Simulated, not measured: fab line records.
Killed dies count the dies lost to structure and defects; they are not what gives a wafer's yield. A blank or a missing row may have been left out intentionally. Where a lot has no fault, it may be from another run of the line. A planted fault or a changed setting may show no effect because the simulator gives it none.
Which tool was responsible?	flow berkeley-cmos170	14 lots, 42 wafers sampled, at 6 steps of a route of 331

## WHAT EACH GAUGE READ, for each wafer
UCB170_SILICIDE_RS_MEAS_02: measures by four-point-probe. Usual: for SILICIDE_TI_RS the level is 26.2 ohm/sq and the standard deviation is 0.31.
lot	measured	on	SILICIDE_TI_RS (ohm/sq)	flag
L645	day 8 07:15	film-metro-04	26.8 26.6 26.4	
L644	day 8 07:55	film-metro-04	26.5 26.2 26.1	
L646	day 8 19:41	film-metro-04	25.4 25.8 25.9	
L648	day 8 20:32	film-metro-04	26.7 26.3 26.7	
L649	day 9 09:46	film-metro-03	26.0 25.9 26.3	
L653	day 9 20:23	film-metro-04	25.7 26.5 26.0	
L652	day 9 20:53	film-metro-01	26.3 26.2 26.1	
L654	day 10 12:41	film-metro-03	26.0 26.2 26.1	
L659	day 11 04:09	film-metro-04	26.2 26.4 25.8	
L658	day 11 04:22	film-metro-01	26.2 26.1 25.9	
L661	day 11 16:26	film-metro-03	26.5 26.2 26.3	
L662	day 11 17:13	film-metro-01	26.3 26.0 25.9	
L663	day 11 17:13	film-metro-04	26.1 26.2 26.2	
L665	day 12 09:14	film-metro-01	26.4 26.2 26.3	

UCB170_M1_OVL_MEAS_10. Usual: for M1_OVL the level is 1 nm and the standard deviation is 4.9.
lot	measured	on	M1_OVL (nm)	flag
L645	day 8 13:32	overlay-02	1 2 5	
L644	day 8 14:16	overlay-02	-11 0 -4	
L646	day 9 02:20	overlay-01	-7 -5 0	
L648	day 9 05:58	overlay-02	2 -3 5	
L649	day 9 16:34	overlay-02	6 -3 -6	
L653	day 10 03:17	overlay-02	6 -5 -1	
L652	day 10 04:12	overlay-01	-4 4 0	
L654	day 10 20:59	overlay-01	3 3 -2	
L659	day 11 13:19	overlay-02	-3 -2 -4	
L658	day 11 14:19	overlay-01	-5 0 1	
L661	day 11 23:37	overlay-02	-2 7 1	
L662	day 12 01:16	overlay-02	-4 1 7	
L663	day 12 00:52	overlay-01	8 3 0	
L665	day 12 16:43	overlay-02	-4 -4 0	

UCB170_V1_THK_MEAS_01. Usual: for V1_TEOS_THK the level is 2003 nm and the standard deviation is 30.
lot	measured	on	V1_TEOS_THK (nm)	flag
L645	day 8 15:28	film-metro-02	1999 2008 2045	
L644	day 8 16:49	film-metro-02	1993 2042 2030	
L646	day 9 04:16	film-metro-04	1983 1975 2001	
L648	day 9 07:57	film-metro-01	2008 2062 2033	
L649	day 9 18:29	film-metro-01	1976 2034 2031	
L653	day 10 05:12	film-metro-01	1958 2047 2048	
L652	day 10 06:33	film-metro-01	2006 1993 2021	
L654	day 10 22:55	film-metro-02	1964 2014 1977	
L659	day 11 16:23	film-metro-02	2028 2011 2053	
L658	day 11 16:24	film-metro-04	1784 1760 1792	OFF
L661	day 12 01:32	film-metro-04	1774 1820 1822	OFF
L662	day 12 04:11	film-metro-01	1807 1830 1847	OFF
L663	day 12 02:51	film-metro-02	1999 2023 2029	
L665	day 12 18:38	film-metro-02	1926 2000 1979	

UCB170_V1_THK_MEAS_04. Usual: for V1_POLISHED_THK the level is 1000.2 nm and the standard deviation is 1.3.
lot	measured	on	V1_POLISHED_THK (nm)	flag
L645	day 8 15:56	film-metro-04	997.3 997.7 999.4	
L644	day 8 17:17	film-metro-04	1000.0 1000.5 998.8	
L646	day 9 04:44	film-metro-01	1002.3 1002.1 1001.4	
L648	day 9 08:26	film-metro-04	999.7 999.8 1000.4	
L649	day 9 18:58	film-metro-01	999.8 1000.5 998.6	
L653	day 10 05:41	film-metro-04	1000.6 1001.1 997.7	
L652	day 10 07:02	film-metro-04	1000.8 998.7 1000.9	
L654	day 10 23:24	film-metro-04	1001.0 1000.2 999.3	
L659	day 11 16:52	film-metro-04	1001.2 1000.1 1000.3	
L658	day 11 16:53	film-metro-01	793.6 795.7 795.8	OFF
L661	day 12 02:01	film-metro-04	795.5 794.8 797.5	OFF
L662	day 12 04:40	film-metro-04	792.9 794.0 793.7	OFF
L663	day 12 03:20	film-metro-02	1000.2 1000.8 999.8	
L665	day 12 19:07	film-metro-04	999.5 1000.6 1000.5	

## EACH LOT AND THE TOOL THAT RAN IT (in order: tool; ch and the chambers of the sampled wafers; start)
lot	UCB170_CONTACT_STRIP_06	UCB170_V1_CVD_00
L645	plasma-asher-04 ch 1, day 8 10:01	pecvd-04 ch 0,1, day 8 15:19
L644	plasma-asher-02 ch 0,1, day 8 10:38	pecvd-01 ch 0,2, day 8 16:38
L646	plasma-asher-04 ch 0,1, day 8 22:26	pecvd-03 ch 0,1,2, day 9 04:06
L648	plasma-asher-01 ch 0,1, day 9 01:09	pecvd-04 ch 1,2, day 9 07:46
L649	plasma-asher-01 ch 1, day 9 12:30	pecvd-04 ch 0,2, day 9 18:20
L653	plasma-asher-02 ch 0,1, day 9 23:16	pecvd-01 ch 1,2, day 10 05:03
L652	plasma-asher-01 ch 0,1, day 10 00:46	pecvd-04 ch 0,1, day 10 06:23
L654	plasma-asher-01 ch 0,1, day 10 15:46	pecvd-03 ch 0,1, day 10 22:46
L659	plasma-asher-01 ch 0,1, day 11 07:16	pecvd-01 ch 0,1,2, day 11 16:14
L658	plasma-asher-01 ch 0,1, day 11 08:13	pecvd-04 ch 1,2, day 11 16:14
L661	plasma-asher-02 ch 0,1, day 11 19:59	pecvd-04 ch 0,1, day 12 01:22
L662	plasma-asher-02 ch 0,1, day 11 21:31	pecvd-04 ch 0,1,2, day 12 04:01
L663	plasma-asher-04 ch 0, day 11 21:25	pecvd-01 ch 0,1, day 12 02:41
L665	plasma-asher-02 ch 0,1, day 12 12:10	pecvd-03 ch 0,1, day 12 18:28
- UCB170_CONTACT_STRIP_06: strips in O2.
- UCB170_V1_CVD_00: deposits SiO2 from TEOS/O2, target thk 2000 nm, time 250 s.

## WHAT THE TOOLS THEMSELVES READ (means of the sampled wafers that have a number; where no wafer has one, the mark that the record gives instead)
UCB170_CONTACT_STRIP_06. Usual: chamber-pressure-mTorr 3500 mTorr, standard deviation 5.4; drypump-motor-current-A 5.97 A, standard deviation 0.25; oes-product-au 0.734 a.u., standard deviation 0.0045; strip-time-to-endpoint-s 21.97 s, standard deviation 0.058.
lot	tool	chamber-pressure-mTorr (mTorr)	drypump-motor-current-A (A)	oes-product-au (a.u.)	strip-time-to-endpoint-s (s)	flag
L645	plasma-asher-04	3501	5.74	0.732	22.00	
L644	plasma-asher-02	3501	6.23	0.729	21.94	
L646	plasma-asher-04	3501	5.77	0.734	21.99	
L648	plasma-asher-01	3503	6.03	0.736	21.85	
L649	plasma-asher-01	3515	5.64	0.732	21.94	
L653	plasma-asher-02	3501	6.20	0.731	21.96	
L652	plasma-asher-01	3500	5.84	0.735	22.02	
L654	plasma-asher-01	3501	5.84	0.734	22.10	
L659	plasma-asher-01	3499	6.04	0.731	21.97	
L658	plasma-asher-01	3498	6.04	0.740	21.99	
L661	plasma-asher-02	3500	6.14	0.732	21.93	
L662	plasma-asher-02	3499	6.21	0.735	21.98	
L663	plasma-asher-04	3499	5.83	0.732	21.99	
L665	plasma-asher-02	3498	6.16	0.733	22.04	

UCB170_V1_CVD_00. Usual: heater-power-w 276 W, standard deviation 67; rf-fwd-power-W 548.5 W, standard deviation 1.7.
lot	tool	heater-power-w (W)	rf-fwd-power-W (W)	flag
L645	pecvd-04	265	548.2	
L644	pecvd-01	249	548.8	
L646	pecvd-03	279	549.2	
L648	pecvd-04	265	549.1	
L649	pecvd-04	295	547.9	
L653	pecvd-01	274	545.2	
L652	pecvd-04	200	549.4	
L654	pecvd-03	312	550.2	
L659	pecvd-01	263	549.1	
L658	pecvd-04	246	547.6	
L661	pecvd-04	182	547.5	
L662	pecvd-04	244	546.9	
L663	pecvd-01	238	547.6	
L665	pecvd-03	323	547.3	

## THE ANSWER, worked out from the rows above alone
Rule: a lot is off if the mean of its wafers that have a number lies more than 3 standard deviations from the usual mean. Also off: a lot with no number at a reading for which 4 or more lots have one. All remaining lots with rows at the step are treated as sound. Order of review: gauges by route order, followed by the tools' own readings, for which a lot's mean as printed above is used. The first step at which some lot is off is used, and at that step the reading that is off furthest; a lot without a number counts as furthest.
Off: at UCB170_V1_THK_MEAS_01 (V1_TEOS_THK), L658, L661, L662.
If a tool, at a process step before that reading, ran all the lots that are off and no sound lot after the first of them, it fits. Gauges at UCB170_V1_THK_MEAS_01: tried the same way as those tools. One fits: UCB170_V1_CVD_00 on pecvd-04. A fault onset in the window from L652 (day 10 06:23, its last sound lot) to L658 (day 11 16:14, its first lot off) fits.

## WHAT THE SIMULATOR HAD PUT IN
Site profile drift: pecvd-04, from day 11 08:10 on, at UCB170_V1_CVD_00. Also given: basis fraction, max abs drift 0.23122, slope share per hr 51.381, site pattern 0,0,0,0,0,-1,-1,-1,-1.
Struck lots among those shown: L658, L661, L662. The rule above found the same.
